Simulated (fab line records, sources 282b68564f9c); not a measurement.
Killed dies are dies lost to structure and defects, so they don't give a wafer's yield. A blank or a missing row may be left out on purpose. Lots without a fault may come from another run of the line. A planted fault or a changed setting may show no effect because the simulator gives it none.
A sampling plan put to the test | flow rit_cmos | one fab line, 10 faults that these records tell of, each judged on the records of the lots that it struck
The plan is the line's own looks: the steps of the route at which a gauge or an inspection reads the wafer and doesn't change it. A look can be judged if struck wafers have a number there and the file gives its usual mean and standard deviation on fault-free wafers. Caught: at a look after the fault's first step, the mean of the struck wafers lies 4 or more of those standard deviations (sigma) from the usual mean. On the tool: the same test on the tool's own readings at the fault's steps. Another recipe on the struck wafers, or a record that is blank for them alone, also counts as caught.

THE FAULTS, as the simulator had put them in
1. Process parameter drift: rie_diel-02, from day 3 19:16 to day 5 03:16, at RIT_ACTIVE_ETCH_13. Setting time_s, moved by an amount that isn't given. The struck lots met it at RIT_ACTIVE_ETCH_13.
2. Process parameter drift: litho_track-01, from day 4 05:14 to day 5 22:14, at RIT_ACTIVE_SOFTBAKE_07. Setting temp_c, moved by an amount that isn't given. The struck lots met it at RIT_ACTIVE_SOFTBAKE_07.
3. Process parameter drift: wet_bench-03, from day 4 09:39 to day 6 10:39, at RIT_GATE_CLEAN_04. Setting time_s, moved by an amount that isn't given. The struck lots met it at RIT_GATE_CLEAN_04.
4. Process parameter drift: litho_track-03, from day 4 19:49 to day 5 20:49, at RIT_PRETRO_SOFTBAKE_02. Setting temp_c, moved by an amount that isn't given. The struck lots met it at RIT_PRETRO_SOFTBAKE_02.
5. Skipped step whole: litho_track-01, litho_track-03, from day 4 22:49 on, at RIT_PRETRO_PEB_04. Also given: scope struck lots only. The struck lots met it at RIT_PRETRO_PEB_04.
6. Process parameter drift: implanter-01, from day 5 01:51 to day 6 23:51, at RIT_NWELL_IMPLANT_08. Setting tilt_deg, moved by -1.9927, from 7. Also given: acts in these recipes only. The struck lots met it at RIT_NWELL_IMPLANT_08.
7. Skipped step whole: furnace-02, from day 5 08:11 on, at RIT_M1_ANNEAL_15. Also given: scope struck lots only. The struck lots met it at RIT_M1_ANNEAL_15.
8. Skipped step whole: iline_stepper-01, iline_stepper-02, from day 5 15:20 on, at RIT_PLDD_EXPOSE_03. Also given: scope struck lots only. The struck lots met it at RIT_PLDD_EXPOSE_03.
9. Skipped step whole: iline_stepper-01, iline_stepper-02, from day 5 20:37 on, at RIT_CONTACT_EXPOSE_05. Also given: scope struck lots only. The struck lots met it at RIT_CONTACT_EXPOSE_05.
10. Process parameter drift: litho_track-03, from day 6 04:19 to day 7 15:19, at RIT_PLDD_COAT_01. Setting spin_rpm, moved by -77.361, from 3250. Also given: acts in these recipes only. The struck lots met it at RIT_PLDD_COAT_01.

WHAT THE PLAN SAW
fault | on the tool itself                               | first look that catches it                      | reading, sigma | median hours from its first step to that look | hours from the fault's start to the first struck lot there | judged looks passed uncaught
1     | run_length_s -99 or beyond sigma                 | not the one look that can be judged after it    | -              | -                                             | -                                                          | 1
2     | heater_power_total_W +15 sigma                   | none of the 3 looks that can be judged after it | -              | -                                             | -                                                          | 3
3     | run_length_s +20 sigma                           | no look after it can be judged                  | -              | -                                             | -                                                          | 0
4     | heater_power_total_W +29 sigma                   | no look after it can be judged                  | -              | -                                             | -                                                          | 0
5     | no reading that can be judged                    | no look after it can be judged                  | -              | -                                             | -                                                          | 0
6     | tilt_deg -94 sigma                               | no look after it can be judged                  | -              | -                                             | -                                                          | 0
7     | the tool's record is blank for the struck wafers | no look after it can be judged                  | -              | -                                             | -                                                          | 0
8     | no reading that can be judged                    | no look after it can be judged                  | -              | -                                             | -                                                          | 0
9     | no reading that can be judged                    | no look after it can be judged                  | -              | -                                             | -                                                          | 0
10    | spin_speed_rpm -33 sigma                         | no look after it can be judged                  | -              | -                                             | -                                                          | 0
A dash: the fault isn't caught, or these records don't give the number.

Caught at a look: 0 of 10. Caught on the tool: 7 of 10. By one or the other: 7 of 10.
Caught on the tool alone: faults 1, 2, 3, 4, 6, 7, 10.
Caught by neither: faults 5, 8, 9.
